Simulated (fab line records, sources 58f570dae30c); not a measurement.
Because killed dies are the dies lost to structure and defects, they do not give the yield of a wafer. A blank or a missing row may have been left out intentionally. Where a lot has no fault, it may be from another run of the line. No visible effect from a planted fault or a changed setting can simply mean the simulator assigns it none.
fab line records	flow berkeleyCmos170	part 2 of 2: steps 31 to 42 of 42
record lots=5	wafers=15	lastDay=11
route steps=331 shown PWELL@49 WELLDRIVE@55 ACTIVE@60 PFIELD@79 FIELD@89
lots with no fault: from the same line, run without faults
startH: the number of hours between the record's first day and the start of the first shown wafer of the lot	waitH: time in hours since the lot's previous step	" identical to the entry in the row above	L1.1+2: a row that stands for several wafers	- value missing, or start not given	* or withheld: withheld	< > ~ a bound
route shown NAME@n: a module of which the file shows steps, and the number in the route of the first	usual: mean and standard deviation over wafers with no fault	same: alike in all rows	chamber/n: place in a boat	sites: per-site readings	_std_site: standard deviation of those values	_edge_site: mean of outer sites minus mean of inner sites	radiusMm: for every site, how far away it sits from the centre of the wafer	mask NAME#n: copy n	behind: the last tool/chamber to shape the wafer	hold: the reason the lot was held/the length of the hold in hours/how it ended	device: whichever transistor did not switch (one of n, p or np)	end of line: at the end of the route, the tests of the same wafers	a step without rows: its recipe alone	killed: count of dies lost to structure and defects at first sort (not the wafer's yield)	map: the dies of a wafer, with x for killed, . for not killed, _ for no die there
set.NAME: the setting as run; set.NAME@STEP: as run at that earlier step	model.NAME: the simulator's own value behind a step, which no gauge read
lots seen at some steps along the route; tables by step, rows by wafer
services: when a tool's chamber went out of use (startH, in hours from the record's first day, below 0 if earlier), for how many hours, and the reason
## steps
# step UCB170_PFIELD_HMDS_00
# recipe primeTimeS=60	primeTempC=100
lot.wafer	tool	chamber	startH	waitH
L080.2+5+6	lithoTrack-04	0	112.73	0.1
L081.1+2+3	lithoTrack-03	0	116.99	0.1
L082.2+3+6	lithoTrack-01	0	117.08	0.1
L091.1+4+5	lithoTrack-03	0	165.86	0.0
L096.2+4+6	lithoTrack-01	0	186.64	0.4
# step UCB170_PFIELD_COAT_01
# recipe resist=KrF	spinRpm=1500	resistThkNm=900
lot.wafer	tool	chamber	startH	waitH
L080.2+5+6	lithoTrack-04	0	112.88	0.1
L081.1+2+3	lithoTrack-03	0	117.14	0.1
L082.2+3+6	lithoTrack-01	0	117.23	0.1
L091.1+4+5	lithoTrack-03	0	166.01	0.1
L096.2+4+6	lithoTrack-01	0	186.79	0.1
# step UCB170_PFIELD_SOFTBAKE_02
# recipe resist=KrF	tempC=130	timeS=60
# usual heaterPowerTotalW=56.80/0.05
lot.wafer	tool	chamber	startH	waitH	heaterPowerTotalW
L080.2	lithoTrack-04	0	113.03	0.1	56.75
L080.5	"	0	"	"	56.75
L080.6	"	0	"	"	56.83
L081.1	lithoTrack-03	0	117.29	0.1	56.90
L081.2	"	0	"	"	56.83
L081.3	"	0	"	"	56.78
L082.2	lithoTrack-01	0	117.38	0.1	56.82
L082.3	"	0	"	"	56.80
L082.6	"	0	"	"	56.86
L091.1	lithoTrack-03	0	166.16	0.1	56.87
L091.4	"	0	"	"	56.88
L091.5	"	0	"	"	56.80
L096.2	lithoTrack-01	0	186.94	0.1	56.83
L096.4	"	0	"	"	56.85
L096.6	"	0	"	"	56.75
# step UCB170_PFIELD_EXPOSE_03
# recipe maskId=PFIELD	na=0.5	sigmaOuter=0.6	sourceShape=conventional	targetCdNm=1500	doseMj=30
lot.wafer	tool	chamber	startH	waitH	mask
L080.2+5+6	krfScanner-02	0	113.21	0.2	PFIELD#0
L081.1+2+3	krfScanner-02	0	117.44	0.1	PFIELD#0
L082.2+3+6	krfScanner-01	0	117.70	0.3	PFIELD#0
L091.1+4+5	krfScanner-01	0	166.31	0.1	PFIELD#0
L096.2+4+6	krfScanner-02	0	187.09	0.1	PFIELD#0
# step UCB170_PFIELD_PEB_04
# recipe pebTempC=130	pebTimeS=withheld	resist=KrF
# usual heaterPowerTotalW=56.80/0.044
lot.wafer	tool	chamber	startH	waitH	heaterPowerTotalW
L080.2	lithoTrack-01	0	113.56	0.3	56.73
L080.5	"	0	"	"	56.80
L080.6	"	0	"	"	56.84
L081.1	lithoTrack-04	0	117.69	0.2	56.85
L081.2	"	0	"	"	56.77
L081.3	"	0	"	"	56.76
L082.2	lithoTrack-03	0	117.82	0.1	56.83
L082.3	"	0	"	"	56.81
L082.6	"	0	"	"	56.76
L091.1	lithoTrack-03	0	166.42	0.1	56.86
L091.4	"	0	"	"	56.83
L091.5	"	0	"	"	56.78
L096.2	lithoTrack-03	0	187.54	0.4	56.84
L096.4	"	0	"	"	56.78
L096.6	"	0	"	"	56.83
# step UCB170_PFIELD_DEVELOP_05
# recipe developer=TMAH	developTimeS=45	resist=KrF	devTempC=21
lot.wafer	tool	chamber	startH	waitH
L080.2+5+6	lithoTrack-01	0	-	-
L081.1+2+3	lithoTrack-04	0	-	-
L082.2+3+6	lithoTrack-03	0	-	-
L091.1+4+5	lithoTrack-03	0	-	-
L096.2+4+6	lithoTrack-03	0	-	-
# step UCB170_PFIELD_OVL_MEAS_06
# usual PFIELD_OVL=1/5.1
lot.wafer	tool	chamber	startH	waitH	PFIELD_OVL[nm]
L080.2	overlay-01	-	113.81	-	0
L080.5	"	-	"	"	-2
L080.6	"	-	"	"	1
L081.1	overlay-01	-	117.96	-	2
L081.2	"	-	"	"	1
L081.3	"	-	"	"	0
L082.2	overlay-02	-	118.08	-	0
L082.3	"	-	"	"	-12
L082.6	"	-	"	"	-1
L091.1	overlay-02	-	166.70	-	4
L091.4	"	-	"	"	-1
L091.5	"	-	"	"	1
L096.2	overlay-02	-	187.79	-	0
L096.4	"	-	"	"	4
L096.6	"	-	"	"	3
# step UCB170_PFIELD_IMPLANT_07
# recipe species=B	doseCm2=2e+13	energyKev=80	tiltDeg=7
# usual doseIonsCm2=2e+13/2.4e+10
lot.wafer	tool	chamber	startH	waitH	doseIonsCm2
L080.2	implanter-02	0	113.87	0.0	1.9971e+13
L080.5	"	0	"	"	1.9965e+13
L080.6	"	0	"	"	2.0035e+13
L081.1	implanter-03	0	118.00	0.0	1.9995e+13
L081.2	"	0	"	"	1.9988e+13
L081.3	"	0	"	"	1.9997e+13
L082.2	implanter-01	0	118.13	0.0	1.9981e+13
L082.3	"	0	"	"	1.9973e+13
L082.6	"	0	"	"	1.996e+13
L091.1	implanter-03	0	166.74	0.0	2.0004e+13
L091.4	"	0	"	"	2.0012e+13
L091.5	"	0	"	"	2.0036e+13
L096.2	implanter-03	0	187.85	0.0	1.9996e+13
L096.4	"	0	"	"	1.9973e+13
L096.6	"	0	"	"	1.9987e+13
# step UCB170_PFIELD_STRIP_08
# recipe chemistry=O2	powerW=400	pressureMtorr=3500	platenTempC=withheld	o2FlowSccm=400	overashFraction=0.5
# usual drypumpMotorCurrentA=5.8/0.54	oesProductAu=0.734/0.0044	stripTimeToEndpointS=21.68/0.073
lot.wafer	tool	chamber	startH	waitH	drypumpMotorCurrentA	oesProductAu	rfHoursCounterH	stripTimeToEndpointS
L080.2	plasmaAsher-02	0	113.99	0.1	6.2	0.727	41	21.77
L080.5	"	0	"	"	6.2	0.728	-	21.76
L080.6	"	1	"	"	5.9	0.728	-	21.88
L081.1	plasmaAsher-03	1	118.15	0.1	5.6	0.734	33	21.57
L081.2	"	0	"	"	5.2	0.730	33	21.62
L081.3	"	0	"	"	5.2	0.731	-	21.67
L082.2	plasmaAsher-01	0	118.26	0.1	5.4	0.741	42	21.64
L082.3	"	0	"	"	5.4	0.736	-	21.66
L082.6	"	0	"	"	5.4	0.738	-	21.65
L091.1	plasmaAsher-01	0	166.89	0.1	5.4	0.737	47	21.63
L091.4	"	0	"	"	5.4	0.733	-	21.55
L091.5	"	1	"	"	6.8	0.734	-	21.57
L096.2	plasmaAsher-02	1	187.97	0.1	5.9	0.735	49	21.63
L096.4	"	1	"	"	5.9	0.737	-	21.61
L096.6	"	1	"	"	5.9	0.735	-	21.63
# step UCB170_PFIELD_TW_MEAS_09
# usual PFIELD_TW=597/5.6
lot.wafer	tool	chamber	startH	waitH	PFIELD_TW
L080.2	filmMetro-04	-	114.10	0.1	590
L080.5	"	-	"	"	592
L080.6	"	-	"	"	591
L081.1	filmMetro-03	-	118.25	0.1	603
L081.2	"	-	"	"	604
L081.3	"	-	"	"	606
L082.2	filmMetro-04	-	118.37	0.1	592
L082.3	"	-	"	"	594
L082.6	"	-	"	"	590
L091.1	filmMetro-03	-	166.99	0.1	596
L091.4	"	-	"	"	595
L091.5	"	-	"	"	594
L096.2	filmMetro-03	-	188.08	0.1	594
L096.4	"	-	"	"	597
L096.6	"	-	"	"	593
# step UCB170_FIELD_CLEAN_00
# recipe chemistry=dHF	dilution=25:1	timeS=7.5
lot.wafer	tool	chamber	startH	waitH
L080.2+5+6	wetBench-03	0	114.16	0.0
L081.1+2+3	wetBench-02	1	118.60	0.3
L082.2+3+6	wetBench-02	0	118.60	0.2
L091.1+4+5	wetBench-03	1	167.05	0.1
L096.2+4+6	wetBench-03	2	188.14	0.0
# step UCB170_FIELD_OXIDATION_01
# recipe tempC=1000	ambient=H2O	pH2oTorr=584.62	targetThkA=5583	oxTimeS=7200
# usual tubeCenterTempC=1000/0.09
lot.wafer	tool	chamber	startH	waitH	tubeCenterTempC
L080.2	furnace-01	0	117.29	3.1	1000.1
L080.5	"	0	"	"	999.89
L080.6	"	0	"	"	999.99
L081.1	furnace-03	0	122.46	3.8	1000
L081.2	"	0	"	"	1000
L081.3	"	0	"	"	1000
L082.2	furnace-03	0	122.46	3.8	1000
L082.3	"	0	"	"	999.87
L082.6	"	0	"	"	1000.1
L091.1	furnace-01	0	168.84	1.8	999.94
L091.4	"	0	"	"	1000
L091.5	"	0	"	"	999.99
L096.2	furnace-04	0	189.08	0.9	999.89
L096.4	"	0	"	"	999.74
L096.6	"	0	"	"	999.87
## services
tool	chamber	startH	hours	kind
rieDiel-04	1	74.80	2.7	repair
implanter-03	-	86.10	2.4	repair
rieDiel-02	0	87.83	29.0	repair
implanter-03	-	91.27	3.9	pm
rieDiel-04	2	91.93	2.9	repair
krfScanner-01	-	93.52	4.0	pm
wetBench-04	-	96.91	2.0	repair
krfScanner-02	-	97.54	4.0	pm
implanter-02	-	101.45	10.7	repair
krfScanner-02	-	104.14	0.1	repair
rieDiel-02	3	105.81	4.9	repair
rieDiel-02	1	107.73	2.4	repair
plasmaAsher-04	-	108.75	9.0	pm
krfScanner-01	-	112.49	0.8	pm
rieDiel-04	3	121.91	8.7	repair
furnace-01	-	124.37	4.8	pm
krfScanner-02	-	134.80	1.3	pm
implanter-04	-	140.85	2.2	repair
krfScanner-01	-	150.41	1.3	pm
krfScanner-02	-	155.22	0.8	pm
krfScanner-01	-	156.72	1.0	pm
furnace-01	-	161.55	5.9	pm
implanter-01	-	161.93	1.9	pm
implanter-04	-	172.30	4.8	pm
